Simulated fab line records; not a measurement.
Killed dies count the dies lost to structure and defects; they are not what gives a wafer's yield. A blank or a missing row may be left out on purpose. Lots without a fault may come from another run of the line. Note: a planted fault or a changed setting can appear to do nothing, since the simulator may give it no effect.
fab line records + flow berkeleyCmos170
[record]
- lots = 11
- wafers = 33
- lastDay = 12
route steps=331 shown NWELL@18 PWELL@47 PFIELD@85
lots with no fault: from the same line, run without faults
startH: hours from the record's opening day to when the first of the lot's shown wafers began + waitH: hours from the lot's prior step to this one + " identical to the entry in the row above + L1.1+2: one row covering several wafers at once + - no value present, or no start provided + * or withheld: withheld + < > ~ a bound
route shown NAME@n: NAME is a module with steps in the file, n the number in the route of the first one + usual: mean/standard deviation taken from wafers without a fault + same: alike in all rows + chamber/n: place in a boat + sites: each site's reading + _std_site: how widely they spread, as a standard deviation + _edge_site: outer sites' mean less inner sites' + radiusMm: for every site, how far away it sits from the centre of the wafer + mask NAME#n: copy n + behind: tool/chamber where the wafer was last shaped + hold: reason for holding the lot/hours on hold/outcome of the hold + device: names the non-switching transistor (n, p or np) + end of line: the route-end tests of the same wafers + for a step that has no rows: nothing shown but its recipe + killed: dies that structure and defects cost at the first sort, which is not the same as the wafer's yield + map: the dies of a wafer, with x for killed, . for not killed, _ for no die there
set.NAME: setting as actually run; set.NAME@STEP: the setting as run at that earlier step + model.NAME: the simulator's own value behind a step, which no gauge read
steps of the route over a sample of lots; a table a step, a row a wafer
services: when a tool's chamber went out of use (startH, in hours from the record's first day, below 0 if earlier), for how many hours, and the reason
[[steps]]
[step UCB170_NWELL_CVD_04]
[recipe]
- material = Si3N4
- targetThkNm = 224
- tempC = 800
- precursor = SiH2Cl2/NH3
- timeS = 3360
- pressureMtorr = 200
- sih2cl2FlowSccm = 25
- nh3FlowSccm = 75
[usual]
- sih2cl2FlowSccm = 25.01/0.083
- zonePowerCentrePct = 37.4/3
| lot.wafer | tool     | chamber | startH | waitH | sih2cl2FlowSccm | zonePowerCentrePct |
|-----------|----------|---------|--------|-------|-----------------|--------------------|
| L318.2    | lpcvd-01 | 0       | 26.75  | 1.0   | 24.92           | 34.3               |
| L318.3    | "        | 0       | "      | "     | 24.90           | 33.9               |
| L318.5    | "        | 0       | "      | "     | 24.92           | 33.4               |
| L319.2    | lpcvd-01 | 0       | 35.91  | 0.0   | 25.13           | 34.6               |
| L319.4    | "        | 0       | "      | "     | 25.10           | 34.2               |
| L319.6    | "        | 0       | "      | "     | 25.04           | 33.2               |
| L320.3    | lpcvd-01 | 0       | 40.06  | 1.3   | 24.94           | 34.6               |
| L320.4    | "        | 0       | "      | "     | 24.93           | 34.6               |
| L320.5    | "        | 0       | "      | "     | 24.97           | 34.3               |
| L322.1    | lpcvd-01 | 1       | 47.08  | 0.0   | 24.95           | 39.6               |
| L322.2    | "        | 1       | "      | "     | 25.09           | 39.4               |
| L322.3    | "        | 1       | "      | "     | 24.91           | 39.0               |
| L327.1    | lpcvd-01 | 0       | 73.73  | 0.0   | 37.62           | 34.3               |
| L327.3    | "        | 0       | "      | "     | 37.58           | 34.2               |
| L327.5    | "        | 0       | "      | "     | 37.49           | 33.7               |
| L328.2    | lpcvd-01 | 1       | 73.73  | 0.0   | 37.40           | 39.8               |
| L328.5    | "        | 1       | "      | "     | 37.56           | 40.3               |
| L328.6    | "        | 1       | "      | "     | 37.41           | 39.4               |
| L331.1    | lpcvd-02 | 1       | 90.51  | 0.0   | 25.25           | 35.0               |
| L331.3    | "        | 1       | "      | "     | 25.05           | 35.2               |
| L331.5    | "        | 1       | "      | "     | 25.14           | 35.3               |
| L335.1    | lpcvd-02 | 1       | 116.98 | 0.4   | 25.11           | 35.0               |
| L335.2    | "        | 1       | "      | "     | 24.98           | 35.7               |
| L335.5    | "        | 1       | "      | "     | 24.98           | 35.2               |
| L336.2    | lpcvd-02 | 1       | 116.98 | 0.4   | 24.94           | 36.0               |
| L336.4    | "        | 1       | "      | "     | 24.97           | 35.0               |
| L336.6    | "        | 1       | "      | "     | 24.95           | 35.2               |
| L337.1    | lpcvd-02 | 0       | 127.51 | 0.0   | 25.02           | 40.8               |
| L337.2    | "        | 0       | "      | "     | 25.00           | 40.6               |
| L337.3    | "        | 0       | "      | "     | 25.01           | 40.9               |
| L338.4    | lpcvd-02 | 0       | 127.51 | 0.0   | 24.94           | 40.5               |
| L338.5    | "        | 0       | "      | "     | 25.07           | 39.9               |
| L338.6    | "        | 0       | "      | "     | 24.96           | 41.7               |
[step UCB170_NWELL_THK_MEAS_05]
[recipe]
- reads = Si3N4_of_NWELL_CVD_04
[usual]
- NWELL_NITRIDE_THK = 224.1/2.1
| lot.wafer | tool         | chamber | startH | waitH | hold                    | NWELL_NITRIDE_THK[nm] |
|-----------|--------------|---------|--------|-------|-------------------------|-----------------------|
| L318.2    | filmMetro-01 | -       | 28.69  | 0.0   | -                       | 221.9                 |
| L318.3    | "            | -       | "      | "     | -                       | 224.7                 |
| L318.5    | "            | -       | "      | "     | -                       | 223.3                 |
| L319.2    | filmMetro-02 | -       | 37.86  | 0.0   | -                       | 226.1                 |
| L319.4    | "            | -       | "      | "     | -                       | 227.7                 |
| L319.6    | "            | -       | "      | "     | -                       | 225.7                 |
| L320.3    | filmMetro-02 | -       | 42.02  | 0.0   | -                       | 224.2                 |
| L320.4    | "            | -       | "      | "     | -                       | 225.4                 |
| L320.5    | "            | -       | "      | "     | -                       | 225.5                 |
| L322.1    | filmMetro-01 | -       | 49.01  | 0.0   | -                       | 225.6                 |
| L322.2    | "            | -       | "      | "     | -                       | 226.2                 |
| L322.3    | "            | -       | "      | "     | -                       | 225.7                 |
| L327.1    | filmMetro-03 | -       | 75.66  | 0.0   | awaitDispo/0.2h/release | 252.9                 |
| L327.3    | "            | -       | "      | "     | awaitDispo/0.2h/release | 251.5                 |
| L327.5    | "            | -       | "      | "     | awaitDispo/0.2h/release | 253.6                 |
| L327.1    | filmMetro-03 | -       | 75.89  | 0.2   | -                       | 252.4                 |
| L327.3    | "            | -       | "      | "     | -                       | 251.7                 |
| L327.5    | "            | -       | "      | "     | -                       | 253.6                 |
| L328.2    | filmMetro-02 | -       | 75.67  | 0.0   | awaitDispo/0.2h/release | 250.9                 |
| L328.5    | "            | -       | "      | "     | awaitDispo/0.2h/release | 254.5                 |
| L328.6    | "            | -       | "      | "     | awaitDispo/0.2h/release | 255.1                 |
| L328.2    | filmMetro-02 | -       | 76.00  | 0.3   | -                       | 250.6                 |
| L328.5    | "            | -       | "      | "     | -                       | 254.3                 |
| L328.6    | "            | -       | "      | "     | -                       | 254.9                 |
| L331.1    | filmMetro-03 | -       | 93.41  | 0.0   | -                       | 225.7                 |
| L331.3    | "            | -       | "      | "     | -                       | 222.1                 |
| L331.5    | "            | -       | "      | "     | -                       | 223.0                 |
| L335.1    | filmMetro-02 | -       | 118.92 | 0.0   | -                       | 220.5                 |
| L335.2    | "            | -       | "      | "     | -                       | 221.7                 |
| L335.5    | "            | -       | "      | "     | -                       | 218.2                 |
| L336.2    | filmMetro-01 | -       | 118.93 | 0.0   | -                       | 222.4                 |
| L336.4    | "            | -       | "      | "     | -                       | 225.4                 |
| L336.6    | "            | -       | "      | "     | -                       | 224.2                 |
| L337.1    | filmMetro-02 | -       | 129.44 | 0.0   | -                       | 223.9                 |
| L337.2    | "            | -       | "      | "     | -                       | 223.1                 |
| L337.3    | "            | -       | "      | "     | -                       | 224.4                 |
| L338.4    | filmMetro-03 | -       | 129.47 | 0.0   | -                       | 218.4                 |
| L338.5    | "            | -       | "      | "     | -                       | 218.9                 |
| L338.6    | "            | -       | "      | "     | -                       | 219.5                 |
[step UCB170_NWELL_ETCH_13]
[recipe]
- chemistry = CH3F/Ar/O2
- target = Si3N4
- stopOn = SiO2
- CH3F_flow_sccm = 20
- Ar_flow_sccm = 50
- O2_flow_sccm = 7
- pressureMtorr = 50
- rfW = 450
- targetDepthA = 2464
- overEtchFrac = 0.1
- timeS = 154
[usual]
- drypumpMotorCurrentA = 5.3/0.42
- oesProductAu = 0.937/0.017
- throttleValvePct = 8.07/0.11
| lot.wafer | tool       | chamber | startH | waitH | drypumpMotorCurrentA | oesProductAu | rfHoursCounterH | throttleValvePct |
|-----------|------------|---------|--------|-------|----------------------|--------------|-----------------|------------------|
| L318.2    | rieDiel-03 | 1       | 29.74  | 0.0   | 4.7                  | 0.910        | 99              | 7.83             |
| L318.3    | "          | 0       | "      | "     | 5.4                  | 0.920        | 16              | 8.08             |
| L318.5    | "          | 2       | "      | "     | 5.3                  | 0.944        | -               | 8.21             |
| L319.2    | rieDiel-01 | 3       | 39.00  | 0.0   | 5.3                  | 0.957        | 7               | 8.10             |
| L319.4    | "          | 1       | "      | "     | 4.9                  | 0.965        | 24              | 8.10             |
| L319.6    | "          | 3       | "      | "     | 5.3                  | 0.955        | -               | 8.09             |
| L320.3    | rieDiel-01 | 0       | 43.06  | 0.0   | 5.7                  | 0.939        | 138             | 8.00             |
| L320.4    | "          | 3       | "      | "     | 5.3                  | 0.955        | 7               | 8.10             |
| L320.5    | "          | 3       | "      | "     | 5.3                  | 0.964        | -               | 8.10             |
| L322.1    | rieDiel-03 | 3       | 49.95  | 0.0   | 5.7                  | 0.966        | 49              | 8.15             |
| L322.2    | "          | 2       | "      | "     | 5.3                  | 0.950        | 43              | 8.20             |
| L322.3    | "          | 0       | "      | "     | 5.4                  | 0.929        | 16              | 8.08             |
| L327.1    | rieDiel-02 | 1       | 79.47  | 0.0   | 5.1                  | 1.009        | 161             | 8.06             |
| L327.3    | "          | 0       | "      | "     | 5.0                  | 0.966        | 48              | 8.17             |
| L327.5    | "          | 0       | "      | "     | 5.0                  | 0.980        | -               | 8.15             |
| L328.2    | rieDiel-03 | 3       | 80.54  | 0.0   | 5.7                  | 1.019        | 50              | 8.15             |
| L328.5    | "          | 0       | "      | "     | 5.4                  | 0.965        | -               | 8.10             |
| L328.6    | "          | 1       | "      | "     | 4.7                  | 0.971        | -               | 7.82             |
| L331.1    | rieDiel-02 | 3       | 94.91  | 0.0   | 6.3                  | 0.933        | 6               | 8.20             |
| L331.3    | "          | 0       | "      | "     | 5.0                  | 0.904        | 48              | 8.16             |
| L331.5    | "          | 2       | "      | "     | 5.5                  | 0.927        | -               | 8.15             |
| L335.1    | rieDiel-03 | 0       | 119.98 | 0.0   | 5.4                  | 0.907        | 20              | 8.07             |
| L335.2    | "          | 1       | "      | "     | 4.7                  | 0.912        | 103             | 7.83             |
| L335.5    | "          | 1       | "      | "     | 4.7                  | 0.900        | -               | 7.85             |
| L336.2    | rieDiel-01 | 0       | 120.26 | 0.0   | 5.6                  | 0.930        | 141             | 8.00             |
| L336.4    | "          | 1       | "      | "     | 4.9                  | 0.944        | 27              | 8.09             |
| L336.6    | "          | 1       | "      | "     | 4.9                  | 0.945        | -               | 8.11             |
| L337.1    | rieDiel-03 | 0       | 131.03 | 0.0   | 5.4                  | 0.915        | 20              | 8.07             |
| L337.2    | "          | 3       | "      | "     | 5.7                  | 0.953        | 52              | 8.14             |
| L337.3    | "          | 1       | "      | "     | 4.7                  | 0.911        | 104             | 7.85             |
| L338.4    | rieDiel-02 | 3       | 131.45 | 0.0   | 6.3                  | 0.921        | 8               | 8.18             |
| L338.5    | "          | 3       | "      | "     | 6.3                  | 0.925        | -               | 8.19             |
| L338.6    | "          | 2       | "      | "     | 5.5                  | 0.934        | -               | 8.15             |
[step UCB170_PWELL_OVL_MEAS_13]
[usual]
- PWELL_OVL = -4/6.3
| lot.wafer | tool       | chamber | startH | waitH | PWELL_OVL[nm] |
|-----------|------------|---------|--------|-------|---------------|
| L318.2    | overlay-02 | -       | 46.69  | -     | 0             |
| L318.3    | "          | -       | "      | "     | -12           |
| L318.5    | "          | -       | "      | "     | -9            |
| L320.3    | overlay-02 | -       | 61.24  | -     | -11           |
| L320.4    | "          | -       | "      | "     | -15           |
| L320.5    | "          | -       | "      | "     | -8            |
| L319.2    | overlay-01 | -       | 61.25  | -     | -5            |
| L319.4    | "          | -       | "      | "     | -6            |
| L319.6    | "          | -       | "      | "     | -2            |
| L322.1    | overlay-01 | -       | 68.36  | -     | 0             |
| L322.2    | "          | -       | "      | "     | -6            |
| L322.3    | "          | -       | "      | "     | -4            |
| L331.1    | overlay-01 | -       | 111.21 | -     | -4            |
| L331.3    | "          | -       | "      | "     | -10           |
| L331.5    | "          | -       | "      | "     | -9            |
| L336.2    | overlay-01 | -       | 135.20 | -     | -1            |
| L336.4    | "          | -       | "      | "     | -4            |
| L336.6    | "          | -       | "      | "     | -6            |
| L335.1    | overlay-01 | -       | 135.38 | -     | -15           |
| L335.2    | "          | -       | "      | "     | 1             |
| L335.5    | "          | -       | "      | "     | -2            |
| L338.4    | overlay-02 | -       | 149.37 | -     | -2            |
| L338.5    | "          | -       | "      | "     | -3            |
| L338.6    | "          | -       | "      | "     | 1             |
| L337.1    | overlay-02 | -       | 149.53 | -     | -1            |
| L337.2    | "          | -       | "      | "     | -3            |
| L337.3    | "          | -       | "      | "     | 4             |
[step UCB170_PFIELD_OVL_MEAS_06]
[usual]
- PFIELD_OVL = -1/4.8
| lot.wafer | tool       | chamber | startH | waitH | PFIELD_OVL[nm] |
|-----------|------------|---------|--------|-------|----------------|
| L318.2    | overlay-01 | -       | 78.67  | -     | -4             |
| L318.3    | "          | -       | "      | "     | -2             |
| L318.5    | "          | -       | "      | "     | 2              |
| L319.2    | overlay-01 | -       | 93.17  | -     | -4             |
| L319.4    | "          | -       | "      | "     | -3             |
| L319.6    | "          | -       | "      | "     | 1              |
| L320.3    | overlay-01 | -       | 93.61  | -     | 5              |
| L320.4    | "          | -       | "      | "     | 4              |
| L320.5    | "          | -       | "      | "     | 4              |
| L322.1    | overlay-01 | -       | 97.62  | -     | 2              |
| L322.2    | "          | -       | "      | "     | -6             |
| L322.3    | "          | -       | "      | "     | -3             |
| L331.1    | overlay-01 | -       | 139.87 | -     | -8             |
| L331.3    | "          | -       | "      | "     | -5             |
| L331.5    | "          | -       | "      | "     | 2              |
| L336.2    | overlay-02 | -       | 164.92 | -     | -6             |
| L336.4    | "          | -       | "      | "     | 1              |
| L336.6    | "          | -       | "      | "     | -3             |
| L335.1    | overlay-01 | -       | 165.43 | -     | 1              |
| L335.2    | "          | -       | "      | "     | 6              |
| L335.5    | "          | -       | "      | "     | -4             |
| L337.1    | overlay-02 | -       | 189.65 | -     | -8             |
| L337.2    | "          | -       | "      | "     | 1              |
| L337.3    | "          | -       | "      | "     | -7             |
| L338.4    | overlay-02 | -       | 189.85 | -     | -5             |
| L338.5    | "          | -       | "      | "     | -2             |
| L338.6    | "          | -       | "      | "     | 6              |
[step UCB170_PFIELD_STRIP_08]
[recipe]
- chemistry = O2
- powerW = 400
- pressureMtorr = 3500
- platenTempC = withheld
- o2FlowSccm = 400
- overashFraction = 0.5
[usual]
- drypumpMotorCurrentA = 5.7/0.48
- oesProductAu = 0.735/0.0046
- stripTimeToEndpointS = 21.63/0.06
| lot.wafer | tool           | chamber | startH | waitH | drypumpMotorCurrentA | oesProductAu | rfHoursCounterH | stripTimeToEndpointS |
|-----------|----------------|---------|--------|-------|----------------------|--------------|-----------------|----------------------|
| L318.2    | plasmaAsher-03 | 0       | 78.85  | 0.1   | 5.0                  | 0.732        | 38              | 21.69                |
| L318.3    | "              | 1       | "      | "     | 6.2                  | 0.733        | -               | 21.69                |
| L318.5    | "              | 1       | "      | "     | 6.2                  | 0.739        | -               | 21.71                |
| L319.2    | plasmaAsher-01 | 1       | 93.35  | 0.1   | 6.1                  | 0.736        | 41              | 21.69                |
| L319.4    | "              | 1       | "      | "     | 6.1                  | 0.738        | -               | 21.74                |
| L319.6    | "              | 0       | "      | "     | 6.1                  | 0.725        | -               | 21.62                |
| L320.3    | plasmaAsher-03 | 1       | 93.81  | 0.1   | 6.2                  | 0.733        | -               | 21.54                |
| L320.4    | "              | 0       | "      | "     | 5.0                  | 0.736        | -               | 21.50                |
| L320.5    | "              | 1       | "      | "     | 6.2                  | 0.731        | -               | 21.59                |
| L322.1    | plasmaAsher-01 | 1       | 97.81  | 0.1   | 6.1                  | 0.731        | 42              | 21.60                |
| L322.2    | "              | 0       | "      | "     | 6.0                  | 0.737        | 42              | 21.55                |
| L322.3    | "              | 1       | "      | "     | 6.1                  | 0.732        | -               | 21.61                |
| L331.1    | plasmaAsher-01 | 1       | 140.06 | 0.1   | 6.1                  | 0.734        | 48              | 21.56                |
| L331.3    | "              | 0       | "      | "     | 6.0                  | 0.742        | -               | 21.66                |
| L331.5    | "              | 0       | "      | "     | 6.0                  | 0.734        | -               | 21.60                |
| L336.2    | plasmaAsher-03 | 1       | 165.10 | 0.1   | 6.2                  | 0.730        | 5               | 21.74                |
| L336.4    | "              | 0       | "      | "     | 5.1                  | 0.745        | -               | 21.66                |
| L336.6    | "              | 1       | "      | "     | 6.2                  | 0.731        | -               | 21.68                |
| L335.1    | plasmaAsher-02 | 0       | 165.61 | 0.1   | 5.0                  | 0.739        | 37              | 21.68                |
| L335.2    | "              | 1       | "      | "     | 5.2                  | 0.732        | 37              | 21.55                |
| L335.5    | "              | 1       | "      | "     | 5.2                  | 0.743        | -               | 21.67                |
| L337.1    | plasmaAsher-01 | 1       | 189.84 | 0.1   | 6.1                  | 0.732        | 53              | 21.56                |
| L337.2    | "              | 0       | "      | "     | 6.1                  | 0.734        | 53              | 21.63                |
| L337.3    | "              | 1       | "      | "     | 6.1                  | 0.737        | -               | 21.73                |
| L338.4    | plasmaAsher-03 | 0       | 190.05 | 0.1   | 5.0                  | 0.735        | -               | 21.66                |
| L338.5    | "              | 1       | "      | "     | 6.2                  | 0.733        | -               | 21.67                |
| L338.6    | "              | 0       | "      | "     | 5.0                  | 0.743        | -               | 21.73                |
[[services]]
| tool           | chamber | startH | hours | kind                  |
|----------------|---------|--------|-------|-----------------------|
| lpcvd-02       | -       | 33.77  | 1.5   | repair                |
| rieDiel-02     | -       | 48.92  | 2.8   | pm                    |
| plasmaAsher-02 | -       | 49.95  | 11.3  | repair                |
| rieDiel-03     | 3       | 51.83  | 3.9   | repair                |
| rieDiel-02     | 1       | 73.07  | 2.2   | repair                |
| plasmaAsher-03 | -       | 75.22  | 1.8   | repair                |
| rieDiel-03     | 3       | 80.79  | 6.0   | repair                |
| lpcvd-01       | -       | 81.68  | 0.9   | repair                |
| lpcvd-02       | -       | 93.41  | 6.0   | pm                    |
| rieDiel-02     | 1       | 101.53 | -     | clean                 |
| rieDiel-02     | 1       | 101.53 | -     | consumableReplace:esc |
| rieDiel-02     | 1       | 101.53 | 20.3  | scheduledDown         |
| rieDiel-02     | 1       | 101.53 | 20.3  | ventCycle             |
| plasmaAsher-03 | -       | 108.75 | 9.0   | pm                    |
| plasmaAsher-03 | 0       | 108.75 | 9.0   | ventCycle             |
| plasmaAsher-03 | 1       | 108.75 | 9.0   | ventCycle             |
| plasmaAsher-01 | -       | 116.88 | 0.9   | repair                |
| plasmaAsher-03 | 0       | 117.75 | -     | clean                 |
| plasmaAsher-03 | 1       | 117.75 | -     | clean                 |
| rieDiel-02     | -       | 120.37 | 0.3   | repair                |
| rieDiel-03     | 2       | 128.91 | 16.6  | repair                |
| rieDiel-02     | -       | 162.00 | 1.1   | repair                |
[[key]]
[firstSign]
- step = UCB170_NWELL_CVD_04
- reading = sih2cl2FlowSccm
- direction = up
- sigmas = 99+
- usual = 25.01
- struck = 37.51
[effect]
- step = UCB170_NWELL_THK_MEAS_05
- reading = visit
- direction = added
[effect]
- step = UCB170_NWELL_THK_MEAS_05
- reading = NWELL_NITRIDE_THK
- direction = up
- sigmas = 13
- usual = 224.1
- struck = 253.1
[effect]
- step = UCB170_NWELL_ETCH_13
- reading = oesProductAu
- direction = up
- sigmas = 2.9
- usual = 0.937
- struck = 0.985
metAt UCB170_NWELL_CVD_04
struckLots L327,L328
laterRowsLeftOut L327.1,L327.3,L327.5,L328.2,L328.5,L328.6
sortLeftOut L327.1,L327.3,L327.5,L328.2,L328.5,L328.6
testerLeftOut L327,L328
notActingAt UCB170_PWELL_OVL_MEAS_13,UCB170_PFIELD_OVL_MEAS_06,UCB170_PFIELD_STRIP_08
onsetBetween 47.08 73.73
[fault]
- kind = processParameterDrift
- tool = lpcvd-01
- chamber = -
- onsetH = 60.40
- steps = UCB170_NWELL_CVD_04
- channel = sih2cl2FlowSccm
- offset = 12.5
- shape = step
- endH = 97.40
- actsIn = theseRecipesOnly
- stated = 25
// testerLeftOut: of these lots the tester's yield and bins aren't shown, on N5 and GAA mostly nor the transistor test; their killed dies are dies lost to structure and defects alone, not to doping, threshold or leakage, so they don't give the yield
// sortLeftOut: the simulated sort isn't trusted on such a fault, so these wafers' sort isn't shown, and their yield isn't known
// laterRowsLeftOut: the simulator's readings of these wafers behind a module that went badly wrong aren't trusted and aren't shown, but for the sort
